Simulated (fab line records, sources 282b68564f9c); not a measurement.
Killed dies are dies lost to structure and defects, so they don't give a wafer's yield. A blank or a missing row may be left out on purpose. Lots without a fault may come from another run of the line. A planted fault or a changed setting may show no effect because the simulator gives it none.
A struck lot beside a sound one | flow rit_cmos | 28 steps out of a route of 202
Sound: wafers L357.3, L357.5, L357.6. Struck: wafers L363.2, L363.4, L363.6. The cause comes at the end.
At each step with rows: each side's tool, then ch and its chambers, then its first start. Under that, the readings that differ: sound wafers | struck wafers | difference of the means | sigmas: that difference in standard deviations of wafers without a fault.
alike: readings whose means differ by less than 2 such deviations, and words and numbers that are the same on both sides. not compared: withheld readings, readings that some wafer has no value for, bounds like >300 that may hide the same value, and numbers for which the record gives no deviation and whose values overlap.
The two part at a step that has a row with sigmas, a row that says differs or no value, or rows on one side only. Numbers that don't overlap but have no deviation are shown without sigmas and don't part them. A reading that every wafer of one side lacks parts them only if that side has two wafers or more.

RIT_ACTIVE_BOW_MEAS_00:
  sound on film_metro-01, day 1 15:02; struck on film_metro-04, day 2 21:01
  alike: INCOMING_BOW
RIT_ACTIVE_OXIDATION_01: target thk 46.8 nm, ox time 3360 s.
  sound on furnace-03 ch 0, day 1 15:07; struck on furnace-04 ch 0, day 2 23:18
  alike: spike_tc_centre_C
RIT_ACTIVE_THK_MEAS_02:
  sound on film_metro-02, day 1 17:04; struck on film_metro-01, day 3 01:19
  reading               | sound          | struck         | difference | sigmas
  ACTIVE_OXIDE_THK (nm) | 46.8 46.9 47.5 | 73.5 74.8 74.1 | +27.1      | +33
then, 1 step without rows for these wafers: RIT_ACTIVE_CVD_03 (deposits Si3N4 from SiH2Cl2/NH3, target thk 150 nm, time 1500 s).
RIT_ACTIVE_THK_MEAS_04:
  sound on film_metro-04, day 1 18:33; struck on film_metro-01, day 3 04:08
  alike: ACTIVE_NITRIDE_THK
then, 6 steps without rows for these wafers: RIT_ACTIVE_HMDS_05 (prime time 60 s); RIT_ACTIVE_COAT_06 (resist thk 1009 nm); RIT_ACTIVE_SOFTBAKE_07 (time 60 s); RIT_ACTIVE_EXPOSE_08 (exposes mask M1, target cd 1400 nm); RIT_ACTIVE_PEB_09; RIT_ACTIVE_DEVELOP_10 (develop time 50 s).
RIT_ACTIVE_CD_MEAS_11: target cd 1400 nm.
  sound on cd_sem-02, day 1 19:29; struck on cd_sem-01, day 3 05:17
  reading    | sound                | struck               | difference | sigmas
  cd_nm (nm) | 1404.7 1401.9 1401.1 | 1396.2 1397.4 1398.2 | -5.3       | -2
then, 1 step without rows for these wafers: RIT_ACTIVE_HARDBAKE_12 (time 60 s).
RIT_ACTIVE_ETCH_13: etches Si3N4 in SF6, stops on SiO2, time 210 s, target depth 210 nm.
  sound on rie_diel-03 ch 0,3, day 1 19:43; struck on rie_diel-01 ch 0,2,3, day 3 05:32
  reading                                       | sound             | struck            | difference | sigmas
  model.SiO2_of_ACTIVE_OXIDATION_01.thk_nm (nm) | 45.95 45.96 47.58 | 73.49 74.72 73.24 | +27.32     |
  alike: drypump_motor_current_A, oes_product_au, throttle_valve_pct
  not compared: rf_hours_counter_h
RIT_ACTIVE_STRIP_14: strips in O2, time 180 s.
  sound on plasma_asher-01 ch 0,1, day 1 19:54; struck on plasma_asher-01 ch 0,1, day 3 05:40
  alike: drypump_motor_current_A
  not compared: rf_hours_counter_h
RIT_ACTIVE_CD_MEAS_90: target cd 1400 nm.
  sound on cd_sem-01, day 1 20:04; struck on cd_sem-02, day 3 05:52
  reading    | sound                | struck               | difference | sigmas
  cd_nm (nm) | 1404.8 1401.5 1401.3 | 1397.0 1397.3 1398.7 | -4.9       | -2
then, 4 steps without rows for these wafers: RIT_ACTIVE_CLEAN_15 (cleans in SC1, time 600 s); RIT_ACTIVE_CLEAN_16 (cleans in dHF, time 30 s); RIT_ACTIVE_CLEAN_17 (cleans in SC2, time 600 s); RIT_FOX1_OXIDATION_00 (target thk 350.7 nm, ox time 1130 s).
RIT_FOX1_THK_MEAS_01:
  sound on film_metro-04, day 1 21:52; struck on film_metro-03, day 3 08:21
  alike: FOX1_OXIDE_THK
then, 2 steps without rows for these wafers: RIT_FOX1_WET_ETCH_02 (etches SiO2 in BOE, target depth 350 nm, time 390 s); RIT_FOX2_OXIDATION_00 (target thk 350.7 nm, ox time 1130 s).
RIT_FOX2_THK_MEAS_01:
  sound on film_metro-03, day 1 23:22; struck on film_metro-03, day 3 09:56
  alike: FOX2_OXIDE_THK
then, 1 step without rows for these wafers: RIT_FOX2_CLEAN_02 (cleans in dHF, time 180 s).
RIT_FOX2_WET_ETCH_03: etches Si3N4 in H3PO4, target depth 195 nm, time 2700 s.
  sound on wet_bench-04 ch 3, day 1 23:28; struck on wet_bench-04 ch 3, day 3 10:02
  reading                                       | sound            | struck           | difference | sigmas
  model.SiO2_of_ACTIVE_OXIDATION_01.thk_nm (nm) | 40.79 40.77 42.2 | 64.91 66.01 64.7 | +23.95     |
RIT_FOX2_THK_MEAS_90:
  sound on film_metro-03, day 2 00:15; struck on film_metro-03, day 3 10:48
  alike: FIELD_OXIDE_LEFT_1_THK
RIT_M1_PROBE_99:
  sound on prober-01, day 3 14:38; struck on prober-02, day 5 04:14
  alike: killed_at_contacts, killed_at_front_end, killed_dies, killed_open, killed_short

WHERE THEY PART
First at RIT_ACTIVE_THK_MEAS_02; last, within this record, at RIT_ACTIVE_CD_MEAS_90. Later steps at which nothing parts them and some readings are alike: RIT_FOX1_THK_MEAS_01, RIT_FOX2_THK_MEAS_01, RIT_FOX2_THK_MEAS_90, RIT_M1_PROBE_99.

WHY: what the simulator had put in
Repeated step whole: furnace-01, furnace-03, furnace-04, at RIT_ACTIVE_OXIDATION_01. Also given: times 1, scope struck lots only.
